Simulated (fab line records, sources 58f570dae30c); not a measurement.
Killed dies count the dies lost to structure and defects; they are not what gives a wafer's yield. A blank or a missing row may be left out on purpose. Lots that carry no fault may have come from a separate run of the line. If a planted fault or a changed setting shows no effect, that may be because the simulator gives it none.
Which tool was responsible? || flow berkeleyCmos170 || 42 wafers from 14 lots sampled at 6 of the route's 331 steps

WHAT THE GAUGES SHOWED, per wafer
UCB170_NSD_TW_MEAS_10.
{"lot": "L950", "measured": "day 6 12:57", "on": "filmMetro-02", "NSD_TW": "4214 4221 4202"}
{"lot": "L953", "measured": "day 7 05:14", "on": "filmMetro-02", "NSD_TW": "4187 4189 4178"}
{"lot": "L952", "measured": "day 7 05:44", "on": "filmMetro-04", "NSD_TW": "4130 4151 4111"}
{"lot": "L954", "measured": "day 7 19:21", "on": "filmMetro-02", "NSD_TW": "4160 4186 4174"}
{"lot": "L956", "measured": "day 8 06:45", "on": "filmMetro-02", "NSD_TW": "4235 4225 4226"}
{"lot": "L957", "measured": "day 8 07:03", "on": "filmMetro-02", "NSD_TW": "4227 4227 4195"}
{"lot": "L958", "measured": "day 8 16:05", "on": "filmMetro-04", "NSD_TW": "4152 4156 4155"}
{"lot": "L960", "measured": "day 9 11:48", "on": "filmMetro-01", "NSD_TW": "4173 4154 4171"}
{"lot": "L963", "measured": "day 9 11:58", "on": "filmMetro-04", "NSD_TW": "4130 4122 4145"}
{"lot": "L961", "measured": "day 9 12:04", "on": "filmMetro-01", "NSD_TW": "4169 4168 4170"}
{"lot": "L967", "measured": "day 10 04:12", "on": "filmMetro-02", "NSD_TW": "4208 4230 4222"}
{"lot": "L969", "measured": "day 10 23:32", "on": "filmMetro-01", "NSD_TW": "4148 4153 4146"}
{"lot": "L972", "measured": "day 11 06:49", "on": "filmMetro-01", "NSD_TW": "4151 4173 4148"}
{"lot": "L971", "measured": "day 11 07:32", "on": "filmMetro-04", "NSD_TW": "4085 4098 4087"}

UCB170_SDANNEAL_RS_MEAS_03: the measuring method here is four-point-probe.
{"lot": "L950", "measured": "day 6 14:33", "on": "filmMetro-02", "NSD_RS (ohm/sq)": "37.32 37.36 37.32"}
{"lot": "L953", "measured": "day 7 06:51", "on": "filmMetro-01", "NSD_RS (ohm/sq)": "37.30 37.21 37.27"}
{"lot": "L952", "measured": "day 7 07:04", "on": "filmMetro-02", "NSD_RS (ohm/sq)": "37.22 37.21 37.18"}
{"lot": "L954", "measured": "day 7 20:50", "on": "filmMetro-04", "NSD_RS (ohm/sq)": "37.35 37.28 37.36"}
{"lot": "L956", "measured": "day 8 08:09", "on": "filmMetro-01", "NSD_RS (ohm/sq)": "37.37 37.28 37.26"}
{"lot": "L957", "measured": "day 8 08:33", "on": "filmMetro-02", "NSD_RS (ohm/sq)": "37.19 37.30 37.22"}
{"lot": "L958", "measured": "day 8 20:47", "on": "filmMetro-04", "NSD_RS (ohm/sq)": "37.34 37.45 37.29"}
{"lot": "L960", "measured": "day 9 13:26", "on": "filmMetro-02", "NSD_RS (ohm/sq)": "37.26 37.21 37.25"}
{"lot": "L963", "measured": "day 9 13:53", "on": "filmMetro-02", "NSD_RS (ohm/sq)": "37.17 37.20 37.30"}
{"lot": "L961", "measured": "day 9 13:41", "on": "filmMetro-04", "NSD_RS (ohm/sq)": "37.40 37.28 37.43"}
{"lot": "L967", "measured": "day 10 05:35", "on": "filmMetro-02", "NSD_RS (ohm/sq)": "37.26 37.29 37.27"}
{"lot": "L969", "measured": "day 11 01:09", "on": "filmMetro-04", "NSD_RS (ohm/sq)": "37.53 37.48 37.43"}
{"lot": "L972", "measured": "day 11 08:15", "on": "filmMetro-02", "NSD_RS (ohm/sq)": "37.45 37.35 37.25"}
{"lot": "L971", "measured": "day 11 09:15", "on": "filmMetro-04", "NSD_RS (ohm/sq)": "37.46 37.44 37.36"}

UCB170_M1_RS_MEAS_01: the measuring method here is four-point-probe.
{"lot": "L950", "measured": "day 6 20:18", "on": "filmMetro-04", "M1_AL_RS (ohm/sq)": "0.0492 0.0491 0.0480"}
{"lot": "L953", "measured": "day 7 15:17", "on": "filmMetro-01", "M1_AL_RS (ohm/sq)": "0.0489 0.0494 0.0489"}
{"lot": "L952", "measured": "day 7 15:34", "on": "filmMetro-04", "M1_AL_RS (ohm/sq)": "0.0482 0.0488 0.0492"}
{"lot": "L954", "measured": "day 8 02:17", "on": "filmMetro-01", "M1_AL_RS (ohm/sq)": "0.0491 0.0486 0.0485"}
{"lot": "L956", "measured": "day 8 13:28", "on": "filmMetro-02", "M1_AL_RS (ohm/sq)": "0.0487 0.0488 0.0488"}
{"lot": "L957", "measured": "day 8 13:46", "on": "filmMetro-02", "M1_AL_RS (ohm/sq)": "0.0483 0.0486 0.0488"}
{"lot": "L958", "measured": "day 9 03:52", "on": "filmMetro-04", "M1_AL_RS (ohm/sq)": "0.0482 0.0482 0.0480"}
{"lot": "L960", "measured": "day 9 19:10", "on": "filmMetro-01", "M1_AL_RS (ohm/sq)": "0.0487 0.0483 0.0478"}
{"lot": "L963", "measured": "day 9 20:50", "on": "filmMetro-04", "M1_AL_RS (ohm/sq)": "0.0412 0.0413 0.0412"}
{"lot": "L961", "measured": "day 9 20:34", "on": "filmMetro-01", "M1_AL_RS (ohm/sq)": "0.0484 0.0481 0.0480"}
{"lot": "L967", "measured": "day 10 12:48", "on": "filmMetro-02", "M1_AL_RS (ohm/sq)": "0.0417 0.0418 0.0416"}
{"lot": "L969", "measured": "day 11 09:55", "on": "filmMetro-04", "M1_AL_RS (ohm/sq)": "0.0495 0.0494 0.0498"}
{"lot": "L972", "measured": "day 11 13:34", "on": "filmMetro-04", "M1_AL_RS (ohm/sq)": "0.0497 0.0495 0.0493"}
{"lot": "L971", "measured": "day 11 16:07", "on": "filmMetro-02", "M1_AL_RS (ohm/sq)": "0.0488 0.0493 0.0495"}

UCB170_M1_THK_MEAS_02: measures by xrf.
{"lot": "L950", "measured": "day 6 20:25", "on": "filmMetro-04", "M1_AL_THK (nm)": "595 593 609"}
{"lot": "L953", "measured": "day 7 15:23", "on": "filmMetro-01", "M1_AL_THK (nm)": "604 601 606"}
{"lot": "L952", "measured": "day 7 15:39", "on": "filmMetro-04", "M1_AL_THK (nm)": "607 601 589"}
{"lot": "L954", "measured": "day 8 02:23", "on": "filmMetro-01", "M1_AL_THK (nm)": "601 606 605"}
{"lot": "L956", "measured": "day 8 13:35", "on": "filmMetro-02", "M1_AL_THK (nm)": "600 602 597"}
{"lot": "L957", "measured": "day 8 13:53", "on": "filmMetro-02", "M1_AL_THK (nm)": "607 601 601"}
{"lot": "L958", "measured": "day 9 03:58", "on": "filmMetro-04", "M1_AL_THK (nm)": "605 605 614"}
{"lot": "L960", "measured": "day 9 19:17", "on": "filmMetro-01", "M1_AL_THK (nm)": "605 609 616"}
{"lot": "L963", "measured": "day 9 20:57", "on": "filmMetro-04", "M1_AL_THK (nm)": "690 684 690"}
{"lot": "L961", "measured": "day 9 20:41", "on": "filmMetro-01", "M1_AL_THK (nm)": "606 611 614"}
{"lot": "L967", "measured": "day 10 12:55", "on": "filmMetro-02", "M1_AL_THK (nm)": "678 677 681"}
{"lot": "L969", "measured": "day 11 10:00", "on": "filmMetro-04", "M1_AL_THK (nm)": "592 597 588"}
{"lot": "L972", "measured": "day 11 13:41", "on": "filmMetro-04", "M1_AL_THK (nm)": "584 589 592"}
{"lot": "L971", "measured": "day 11 16:14", "on": "filmMetro-02", "M1_AL_THK (nm)": "597 594 588"}

WHAT TOOL EACH LOT RAN ON (gives the tool, then ch and the chambers of the sampled wafers, and finally the start)
{"lot": "L950", "UCB170_CONTACT_STRIP_19": "plasmaAsher-03 ch 0,1, day 6 19:50", "UCB170_M1_SPUTTER_00": "pvdSputter-04, day 6 20:14"}
{"lot": "L953", "UCB170_CONTACT_STRIP_19": "plasmaAsher-03 ch 1, day 7 14:48", "UCB170_M1_SPUTTER_00": "pvdSputter-02, day 7 15:12"}
{"lot": "L952", "UCB170_CONTACT_STRIP_19": "plasmaAsher-02 ch 0,1, day 7 15:05", "UCB170_M1_SPUTTER_00": "pvdSputter-04, day 7 15:26"}
{"lot": "L954", "UCB170_CONTACT_STRIP_19": "plasmaAsher-02 ch 0,1, day 8 01:48", "UCB170_M1_SPUTTER_00": "pvdSputter-02, day 8 02:11"}
{"lot": "L956", "UCB170_CONTACT_STRIP_19": "plasmaAsher-02 ch 0,1, day 8 13:01", "UCB170_M1_SPUTTER_00": "pvdSputter-04, day 8 13:25"}
{"lot": "L957", "UCB170_CONTACT_STRIP_19": "plasmaAsher-01 ch 0,1, day 8 13:18", "UCB170_M1_SPUTTER_00": "pvdSputter-01, day 8 13:43"}
{"lot": "L958", "UCB170_CONTACT_STRIP_19": "plasmaAsher-01 ch 1, day 9 03:23", "UCB170_M1_SPUTTER_00": "pvdSputter-01, day 9 03:47"}
{"lot": "L960", "UCB170_CONTACT_STRIP_19": "plasmaAsher-03 ch 0,1, day 9 18:39", "UCB170_M1_SPUTTER_00": "pvdSputter-04, day 9 19:02"}
{"lot": "L963", "UCB170_CONTACT_STRIP_19": "plasmaAsher-02 ch 0,1, day 9 20:22", "UCB170_M1_SPUTTER_00": "pvdSputter-04, day 9 20:46"}
{"lot": "L961", "UCB170_CONTACT_STRIP_19": "plasmaAsher-01 ch 0,1, day 9 20:07", "UCB170_M1_SPUTTER_00": "pvdSputter-02, day 9 20:30"}
{"lot": "L967", "UCB170_CONTACT_STRIP_19": "plasmaAsher-03 ch 0,1, day 10 12:21", "UCB170_M1_SPUTTER_00": "pvdSputter-04, day 10 12:44"}
{"lot": "L969", "UCB170_CONTACT_STRIP_19": "plasmaAsher-03 ch 0,1, day 11 09:23", "UCB170_M1_SPUTTER_00": "pvdSputter-01, day 11 09:47"}
{"lot": "L972", "UCB170_CONTACT_STRIP_19": "plasmaAsher-01 ch 0,1, day 11 13:04", "UCB170_M1_SPUTTER_00": "pvdSputter-02, day 11 13:30"}
{"lot": "L971", "UCB170_CONTACT_STRIP_19": "plasmaAsher-02 ch 0,1, day 11 15:33", "UCB170_M1_SPUTTER_00": "pvdSputter-01, day 11 16:03"}
- UCB170_CONTACT_STRIP_19: strips in O2.
- UCB170_M1_SPUTTER_00: material Al, target thk 600 nm, time 80 s.

WHAT THE TOOLS THEMSELVES READ (means of the sampled wafers that have a number; where no wafer has one, the mark that the record gives instead)
UCB170_CONTACT_STRIP_19.
{"lot": "L950", "tool": "plasmaAsher-03", "drypumpMotorCurrentA (A)": 6.1, "oesProductAu (a.u.)": 0.727}
{"lot": "L953", "tool": "plasmaAsher-03", "drypumpMotorCurrentA (A)": 6.4, "oesProductAu (a.u.)": 0.724}
{"lot": "L952", "tool": "plasmaAsher-02", "drypumpMotorCurrentA (A)": 5.8, "oesProductAu (a.u.)": 0.721}
{"lot": "L954", "tool": "plasmaAsher-02", "drypumpMotorCurrentA (A)": 5.8, "oesProductAu (a.u.)": 0.720}
{"lot": "L956", "tool": "plasmaAsher-02", "drypumpMotorCurrentA (A)": 5.8, "oesProductAu (a.u.)": 0.731}
{"lot": "L957", "tool": "plasmaAsher-01", "drypumpMotorCurrentA (A)": 5.8, "oesProductAu (a.u.)": 0.727}
{"lot": "L958", "tool": "plasmaAsher-01", "drypumpMotorCurrentA (A)": 6.3, "oesProductAu (a.u.)": 0.722}
{"lot": "L960", "tool": "plasmaAsher-03", "drypumpMotorCurrentA (A)": 6.1, "oesProductAu (a.u.)": 0.726}
{"lot": "L963", "tool": "plasmaAsher-02", "drypumpMotorCurrentA (A)": 5.8, "oesProductAu (a.u.)": 0.724}
{"lot": "L961", "tool": "plasmaAsher-01", "drypumpMotorCurrentA (A)": 6.0, "oesProductAu (a.u.)": 0.727}
{"lot": "L967", "tool": "plasmaAsher-03", "drypumpMotorCurrentA (A)": 5.9, "oesProductAu (a.u.)": 0.727}
{"lot": "L969", "tool": "plasmaAsher-03", "drypumpMotorCurrentA (A)": 6.1, "oesProductAu (a.u.)": 0.720}
{"lot": "L972", "tool": "plasmaAsher-01", "drypumpMotorCurrentA (A)": 5.8, "oesProductAu (a.u.)": 0.721}
{"lot": "L971", "tool": "plasmaAsher-02", "drypumpMotorCurrentA (A)": 5.8, "oesProductAu (a.u.)": 0.722}

UCB170_M1_SPUTTER_00.
{"lot": "L950", "tool": "pvdSputter-04", "chamberPressurePa (Pa)": 0.5005, "throttleValvePct (%)": 30.0}
{"lot": "L953", "tool": "pvdSputter-02", "chamberPressurePa (Pa)": 0.4997, "throttleValvePct (%)": 29.8}
{"lot": "L952", "tool": "pvdSputter-04", "chamberPressurePa (Pa)": 0.5000, "throttleValvePct (%)": 29.8}
{"lot": "L954", "tool": "pvdSputter-02", "chamberPressurePa (Pa)": 0.5001, "throttleValvePct (%)": 29.1}
{"lot": "L956", "tool": "pvdSputter-04", "chamberPressurePa (Pa)": 0.5000, "throttleValvePct (%)": 29.1}
{"lot": "L957", "tool": "pvdSputter-01", "chamberPressurePa (Pa)": 0.4999, "throttleValvePct (%)": 30.6}
{"lot": "L958", "tool": "pvdSputter-01", "chamberPressurePa (Pa)": 0.4994, "throttleValvePct (%)": 30.5}
{"lot": "L960", "tool": "pvdSputter-04", "chamberPressurePa (Pa)": 0.5000, "throttleValvePct (%)": 29.7}
{"lot": "L963", "tool": "pvdSputter-04", "chamberPressurePa (Pa)": 0.2742, "throttleValvePct (%)": 40.5}
{"lot": "L961", "tool": "pvdSputter-02", "chamberPressurePa (Pa)": 0.4998, "throttleValvePct (%)": 30.8}
{"lot": "L967", "tool": "pvdSputter-04", "chamberPressurePa (Pa)": 0.2748, "throttleValvePct (%)": 40.1}
{"lot": "L969", "tool": "pvdSputter-01", "chamberPressurePa (Pa)": 0.5018, "throttleValvePct (%)": 30.9}
{"lot": "L972", "tool": "pvdSputter-02", "chamberPressurePa (Pa)": 0.5000, "throttleValvePct (%)": 30.8}
{"lot": "L971", "tool": "pvdSputter-01", "chamberPressurePa (Pa)": 0.5005, "throttleValvePct (%)": 29.8}

THE ANSWER, worked out from the rows above alone
Rule: the usual values come from the lots themselves. The widest of any qualifying gaps counts: lots, ordered by their means at a reading, are off when they make up no more than a third of the lots, leave a main group of 4 or more, and stand apart from it by 3 or more times the standard deviation of that group's means. A main group whose means are all the same, to the digits that the tables above print for the reading, isn't used. A lot without any number at a reading at which 4 lots or more have one is off too. Any other lot the step has rows for is counted as sound. After the gauges, taken in route order, come the tools' own readings; for these a lot's mean is taken, as printed above. At the first step where some lot is off, the reading lying furthest off is the one used; lots without a number count as furthest.
Off: L963, L967, seen at UCB170_M1_RS_MEAS_01 (M1_AL_RS). The main group has a mean of 0.0488 ohm/sq with a standard deviation of 0.00046.
A tool fits if, at a process step before that reading, it ran every lot that is off, and no sound lot after the first of them. Not tried: the gauges at UCB170_M1_RS_MEAS_01; whatever is off there is also off at UCB170_M1_SPUTTER_00, on other tools, and gauge error can't account for it. One fits: pvdSputter-04 at UCB170_M1_SPUTTER_00. Its last sound lot is L960 (day 9 19:02), its first lot that is off L963 (day 9 20:46): a fault that began between those two fits.
The tool's own readings at UCB170_M1_SPUTTER_00 bear it out: on the lots that are off they differ by more than 5 times the standard deviation of the sound lots' means. chamberPressurePa reads 0.2745 Pa there against 0.5001 Pa on the sound lots; throttleValvePct reads 40.3 % there against 30.1 % on the sound lots.

WHAT THE SIMULATOR PUT IN
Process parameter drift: pvdSputter-04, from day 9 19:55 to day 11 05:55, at UCB170_M1_SPUTTER_00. A move of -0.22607 in setting chamberPressurePa, from 0.5. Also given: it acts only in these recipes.
Lots struck among those shown: L963, L967. Same finding as the rule above.
